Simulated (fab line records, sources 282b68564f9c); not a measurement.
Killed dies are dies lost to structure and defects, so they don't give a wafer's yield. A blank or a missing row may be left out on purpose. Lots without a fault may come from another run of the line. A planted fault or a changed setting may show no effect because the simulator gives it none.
A struck lot beside a sound one | flow rit_cmos | 21 steps out of a route of 202
Sound: wafers L174.1, L174.2, L174.6. Struck: wafers L166.2, L166.3, L166.6. The cause comes at the end.
At each step with rows: each side's tool, then ch and its chambers, then its first start. Under that, the readings that differ: sound wafers | struck wafers | difference of the means | sigmas: that difference in standard deviations of wafers without a fault.
alike: readings whose means differ by less than 2 such deviations, and words and numbers that are the same on both sides. not compared: withheld readings, readings that some wafer has no value for, bounds like >300 that may hide the same value, and numbers for which the record gives no deviation and whose values overlap.
The two part at a step that has a row with sigmas, a row that says differs or no value, or rows on one side only. Numbers that don't overlap but have no deviation are shown without sigmas and don't part them. A reading that every wafer of one side lacks parts them only if that side has two wafers or more.

first, 3 steps without rows for these wafers: RIT_GATE_CLEAN_02 (cleans in dHF, time 30 s); RIT_GATE_CLEAN_03 (cleans in SC2, time 600 s); RIT_GATE_CLEAN_04 (cleans in dHF, time 60 s).
RIT_FOX2_THK_MEAS_91:
  sound on film_metro-04, day 5 19:02; struck on film_metro-02, day 3 20:52
  reading                     | sound       | struck      | difference | sigmas
  FIELD_OXIDE_LEFT_2_THK (nm) | 253 254 252 | 263 262 271 | +12        | +2
then, 2 steps without rows for these wafers: RIT_GATE_OXIDATION_05 (target thk 3 nm, ox time 270 s); RIT_GATE_ANNEAL_06 (time 600 s).
RIT_GATE_THK_MEAS_07:
  sound on film_metro-04, day 5 23:58; struck on film_metro-02, day 3 23:34
  alike: GATE_OXIDE_THK
then, 1 step without rows for these wafers: RIT_GATE_CVD_08 (deposits poly-Si from SiH4, target thk 250 nm, time 2220 s).
RIT_GATE_THK_MEAS_09:
  sound on film_metro-04, day 6 01:39; struck on film_metro-04, day 4 01:14
  alike: GATE_POLY_THK
then, 3 steps without rows for these wafers: RIT_GATE_HMDS_10 (prime time 60 s); RIT_GATE_COAT_11 (resist thk 850 nm); RIT_GATE_SOFTBAKE_12 (time 60 s).
RIT_GATE_EXPOSE_13: exposes mask M6, target cd 150 nm.
  sound on iline_stepper-02 ch 0, day 6 02:17; struck on iline_stepper-01 ch 0, day 4 01:52
  reading              | sound             | struck            | difference | sigmas
  exposure_dose_mJ_cm2 | 379.5 379.1 379.3 | 384.0 383.7 383.6 | +4.5       | +12
  alike: mask
then, 2 steps without rows for these wafers: RIT_GATE_PEB_14; RIT_GATE_DEVELOP_15 (develop time 50 s).
RIT_GATE_CD_MEAS_16: target cd 150 nm.
  sound on cd_sem-01, day 6 02:41; struck on cd_sem-01, day 4 02:16
  reading    | sound             | struck            | difference | sigmas
  cd_nm (nm) | 151.4 151.1 149.9 | 141.6 143.2 141.6 | -8.7       | -4
  not compared: hold
RIT_GATE_OVL_MEAS_17:
  sound on overlay-01, day 6 02:48; struck on overlay-01, day 4 02:22
  alike: GATE_OVL
  not compared: hold
then, 1 step without rows for these wafers: RIT_GATE_HARDBAKE_18 (time 60 s).
RIT_GATE_ETCH_19: etches poly-Si in SF6/CHF3/O2, stops on SiO2, time 165 s, target depth 312.5 nm.
  sound on rie_si-02 ch 0,2,3, day 6 02:59; struck on rie_si-02 ch 0,2,3, day 4 02:33
  reading               | sound             | struck          | difference | sigmas
  model.GATE.cd_nm (nm) | 151.3 150.8 149.7 | 141.5 143 141.8 | -8.5       |
  alike: CHF3_flow_sccm, drypump_motor_current_A, oes_product_au, throttle_valve_pct
  not compared: rf_hours_counter_h
RIT_GATE_STRIP_20: strips in O2, time 180 s.
  sound on plasma_asher-03 ch 0,1, day 6 03:06; struck on plasma_asher-03 ch 0,1, day 4 02:40
  alike: drypump_motor_current_A
  not compared: rf_hours_counter_h
RIT_M1_PROBE_99:
  sound on prober-01, day 7 00:15; struck on prober-01, day 4 22:41
  reading                              | sound                | struck              | difference | sigmas
  model.etest.nmos_0p15.drive_ua_um    | 475.6 463.1 477.3    | 515.9 505.8 515.5   | +40.4      |
  model.etest.pmos_0p15.drive_ua_um    | 255.1 247.8 253.2    | 272.9 269.5 272.7   | +19.7      |
  model.etest.npoly_line.line_ohm_um   | 165.2 164.3 167.3    | 184.5 185.2 184.9   | +19.3      |
  model.etest.ppoly_line.line_ohm_um   | 153.9 156.7 159.8    | 177.6 177 176.3     | +20.2      |
  model.etest.ppoly_line.width_nm (nm) | 104.2 103 101.5      | 94.07 95.09 93.79   | -8.58      |
  model.etest.npoly_line.width_nm (nm) | 102.7 102.3 100.4    | 92.85 94.63 93.03   | -8.30      |
  model.etest.ring.delay_ps            | 27.24 27.66 26.73    | 24.59 24.98 24.61   | -2.48      |
  model.etest.nmos_0p15.off_log10_a_um | -10.04 -10.02 -10.07 | -9.104 -9.269 -9.13 | +0.876     |
  alike: killed_at_front_end, killed_dies, killed_open, killed_short

WHERE THEY PART
First at RIT_FOX2_THK_MEAS_91; last, within this record, at RIT_GATE_CD_MEAS_16. Later steps at which nothing parts them and some readings are alike: RIT_GATE_OVL_MEAS_17, RIT_GATE_ETCH_19, RIT_GATE_STRIP_20, RIT_M1_PROBE_99.

WHY: what the simulator had put in
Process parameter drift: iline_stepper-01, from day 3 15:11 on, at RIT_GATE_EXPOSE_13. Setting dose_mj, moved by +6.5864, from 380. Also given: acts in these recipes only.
